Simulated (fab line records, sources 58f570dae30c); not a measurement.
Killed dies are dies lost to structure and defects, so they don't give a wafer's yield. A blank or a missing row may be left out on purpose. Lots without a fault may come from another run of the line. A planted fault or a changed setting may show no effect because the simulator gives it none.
One fault seen from 2 desks | flow berkeley_cmos170 | each desk has only its own numbers; what lay behind them comes last

THE TOOL OWNER'S DESK: plasma_asher-03
The tool's own readings at UCB170_V2_STRIP_15 (strips in O2): means of the sampled wafers that have a number, for each lot that ran on this tool. A lot is out of limits, marked OUT, if its mean lies more than 4 standard deviations from the usual mean; the brackets give that distance.
Columns: A = drypump_motor_current_A at UCB170_V2_STRIP_15, usual 5.8 A; B = o2_flow_sccm at UCB170_V2_STRIP_15, usual 400.2 sccm; C = oes_product_au at UCB170_V2_STRIP_15, usual 0.722 a.u.; D = strip_time_to_endpoint_s at UCB170_V2_STRIP_15, usual 15.32 s
lot  | first seen here | A   | B               | C     | D
L861 | day 9 03:50     | 6.0 | 401.0           | 0.721 | 15.33
L864 | day 9 21:39     | 6.0 | 398.9           | 0.723 | 15.40
L865 | day 9 23:34     | 6.0 | 399.8           | 0.723 | 15.34
L869 | day 10 12:49    | 6.0 | 400.8           | 0.722 | 15.23
L871 | day 11 11:43    | 6.0 | 373.5 (-24) OUT | 0.714 | 15.42
L880 | day 13 14:46    | 6.0 | 400.8           | 0.721 | 15.32
This desk's finding: out of limits on L871; first on L871, day 11 11:43 (o2_flow_sccm at UCB170_V2_STRIP_15). In limits: L861, L864, L865, L869, L880.

THE METROLOGY DESK
What the gauges read, lot by lot, whatever tool the lot ran on: means of the sampled wafers that have a number. A lot is out of limits, marked OUT, if its mean lies more than 4 standard deviations from the usual mean; the brackets give that distance.
Columns: A = M2_OVL at UCB170_M2_OVL_MEAS_16, usual -3 nm; B = V2_TEOS_THK at UCB170_V2_THK_MEAS_01, usual 1998 nm; C = M3_AL_THK at UCB170_M3_THK_MEAS_03, usual 884 nm
lot  | first seen here | A  | B    | C
L858 | day 8 11:28     | -4 | 2009 | 903
L861 | day 9 00:19     | -4 | 1992 | 879
L862 | day 9 09:49     | -9 | 1993 | 884
L864 | day 9 18:49     | -4 | 1989 | 894
L865 | day 9 20:41     | -0 | 2007 | 883
L868 | day 10 08:41    | -7 | 2003 | 886
L869 | day 10 09:41    | -7 | 1979 | 886
L867 | day 10 11:46    | -6 | 2004 | 883
L871 | day 11 08:58    | -3 | 2027 | 887
L878 | day 12 11:03    | 1  | 1978 | 885
L881 | day 13 07:41    | -6 | 1977 | 866
L879 | day 13 09:59    | 1  | 1999 | 874
L880 | day 13 11:56    | -7 | 1987 | 876
This desk's finding: nothing out of limits on any of the 13 lots.

PUT TOGETHER
The tool owner's desk could have raised an alarm at day 11 11:43, on L871.
The metrology desk saw nothing out of limits.
The metrology desk has L871 on record, within its limits.
Of the lots named, all ran UCB170_V2_STRIP_15 on plasma_asher-03.

WHAT THE SIMULATOR HAD PUT IN
Process parameter drift: plasma_asher-03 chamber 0, from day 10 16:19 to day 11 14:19, at UCB170_V2_STRIP_15. Setting o2_flow_sccm, moved by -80, from 400. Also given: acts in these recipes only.
Lots struck among those shown: L871.
Hours from the fault's start to each desk's first reading out of limits: the tool owner's desk, 19.
